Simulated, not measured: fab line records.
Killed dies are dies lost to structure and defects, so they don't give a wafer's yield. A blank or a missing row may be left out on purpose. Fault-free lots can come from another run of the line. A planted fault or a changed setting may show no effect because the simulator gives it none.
What tool caused it?	flow berkeley-cmos170	7 lots, 21 wafers sampled, at 4 steps of a route of 331

== WHAT THE GAUGES READ, wafer by wafer ==
UCB170_PLDD_TW_MEAS_11.
lot	measured	on	PLDD_TW
L112	day 8 06:07	film-metro-02	1030 1032 1025
L111	day 8 05:50	film-metro-04	1015 1018 1009
L118	day 9 07:02	film-metro-03	1034 1030 1039
L120	day 9 14:14	film-metro-04	934 929 936
L123	day 10 11:53	film-metro-04	934 933 929
L127	day 10 19:28	film-metro-03	1033 1034 1038
L133	day 12 03:46	film-metro-04	1010 1010 1006

== WHAT TOOL EACH LOT RAN ON (gives the tool, then ch and the chambers of the sampled wafers, and finally the start) ==
lot	UCB170_ACTIVE_ETCH_15	UCB170_ACTIVE_STRIP_16	UCB170_PLDD_IMPLANT_08
L112	rie-diel-02 ch 0,3, day 5 10:45	plasma-asher-04 ch 0,1, day 5 10:51	implanter-01 ch 0, day 8 05:43
L111	rie-diel-04 ch 0,1,3, day 5 11:18	plasma-asher-02 ch 0,1, day 5 11:24	implanter-02 ch 0, day 8 05:26
L118	rie-diel-01 ch 0,2,3, day 6 20:10	plasma-asher-03 ch 0,1, day 6 20:16	implanter-02 ch 0, day 9 06:38
L120	rie-diel-02 ch 1,3, day 7 05:28	plasma-asher-03 ch 0,1, day 7 05:34	implanter-04 ch 0, day 9 13:51
L123	rie-diel-01 ch 0,1,3, day 7 19:47	plasma-asher-03 ch 0, day 7 19:53	implanter-04 ch 0, day 10 11:30
L127	rie-diel-02 ch 0,2,3, day 8 12:40	plasma-asher-03 ch 0,1, day 8 12:46	implanter-02 ch 0, day 10 19:04
L133	rie-diel-04 ch 0,3, day 9 15:30	plasma-asher-02 ch 0,1, day 9 15:36	implanter-02 ch 0, day 12 03:22
- UCB170_ACTIVE_ETCH_15: etches Si3N4 in CH3F/Ar/O2, stops on SiO2, target depth 242 nm, time 151 s.
- UCB170_ACTIVE_STRIP_16: strips in O2.
- UCB170_PLDD_IMPLANT_08

== THE ANSWER, worked out from the rows above alone ==
Rule: usual is defined by the lots themselves. Put in order of their means at a reading, lots are off if they are a third of the lots or fewer, leave a main group of 4 or more, and stand apart from it by a gap of 3 or more times the standard deviation of the main group's means; of several such gaps the widest counts. The tables above print the reading to a certain number of digits; a main group whose means all agree to those digits is not used. Also off: a lot with no number at a reading for which 4 or more lots have one. The other lots that the step has rows for count as sound.
Off: at UCB170_PLDD_TW_MEAS_11 (PLDD_TW), L120, L123. For the main group the mean is 1024 and the standard deviation 11.
If a tool, at a process step before that reading, ran all the lots that are off and no sound lot after the first of them, it fits. Gauges at UCB170_PLDD_TW_MEAS_11: tried the same way as those tools. One fits: UCB170_PLDD_IMPLANT_08 on implanter-04. It ran no sound lot before its first lot that is off in this sample, so the start can't be narrowed down.

== WHAT HAD BEEN PUT IN BY THE SIMULATOR ==
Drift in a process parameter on implanter-04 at UCB170_PLDD_IMPLANT_08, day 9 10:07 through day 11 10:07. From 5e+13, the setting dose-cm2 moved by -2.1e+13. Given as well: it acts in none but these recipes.
Shown lots that were struck: L120, L123. The same result came from the rule above.
